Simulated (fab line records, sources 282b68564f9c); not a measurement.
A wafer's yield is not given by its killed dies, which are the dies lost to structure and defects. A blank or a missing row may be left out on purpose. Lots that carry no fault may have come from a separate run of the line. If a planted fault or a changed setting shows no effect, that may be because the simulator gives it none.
Which of the tools did it? / flow rit_cmos / Sampling: 6 lots, 18 wafers, 2 of 202 route steps

== WHAT THE GAUGES SHOWED, per wafer ==
RIT_SDANNEAL_RS_MEAS_05: uses a four-point probe to measure.
lot=L649; measured=day 4 08:50; on=film_metro-03; NSD_RS (ohm/sq)=83.8 83.7 83.4
lot=L652; measured=day 4 23:06; on=film_metro-03; NSD_RS (ohm/sq)=84.8 85.1 85.0
lot=L654; measured=day 5 07:05; on=film_metro-04; NSD_RS (ohm/sq)=84.3 84.3 84.3
lot=L656; measured=day 5 20:15; on=film_metro-02; NSD_RS (ohm/sq)=85.0 84.8 85.2
lot=L658; measured=day 6 00:10; on=film_metro-04; NSD_RS (ohm/sq)=84.6 84.4 84.5
lot=L663; measured=day 7 03:19; on=film_metro-03; NSD_RS (ohm/sq)=84.4 84.3 84.4

== TOOL THAT RAN EACH LOT (tool first, then ch and the chambers of the sampled wafers, then the start) ==
lot=L649; RIT_NWELL_STRIP_09=plasma_asher-04 ch 0,1, day 3 02:44
lot=L652; RIT_NWELL_STRIP_09=plasma_asher-02 ch 0, day 3 15:43
lot=L654; RIT_NWELL_STRIP_09=plasma_asher-02 ch 0,1, day 3 23:31
lot=L656; RIT_NWELL_STRIP_09=plasma_asher-02 ch 0,1, day 4 10:35
lot=L658; RIT_NWELL_STRIP_09=plasma_asher-03 ch 0,1, day 4 19:01
lot=L663; RIT_NWELL_STRIP_09=plasma_asher-04 ch 0,1, day 5 22:08
- RIT_NWELL_STRIP_09: strips in O2, time 180 s.

== THE ANSWER, worked out from the rows above alone ==
Rule: the lots themselves supply what counts as usual. Put in order of their means at a reading, lots are off if they are a third of the lots or fewer, leave a main group of 4 or more, and stand apart from it by a gap of 3 or more times the standard deviation of the main group's means; of several such gaps the widest counts. The tables above print the reading to a certain number of digits; a main group whose means all agree to those digits is not used. Also off: a lot with no number at a reading for which 4 or more lots have one. Any other lot the step has rows for is counted as sound.
Nothing can be told from this: no lot is off at any reading shown.

== WHAT THE SIMULATOR PUT IN ==
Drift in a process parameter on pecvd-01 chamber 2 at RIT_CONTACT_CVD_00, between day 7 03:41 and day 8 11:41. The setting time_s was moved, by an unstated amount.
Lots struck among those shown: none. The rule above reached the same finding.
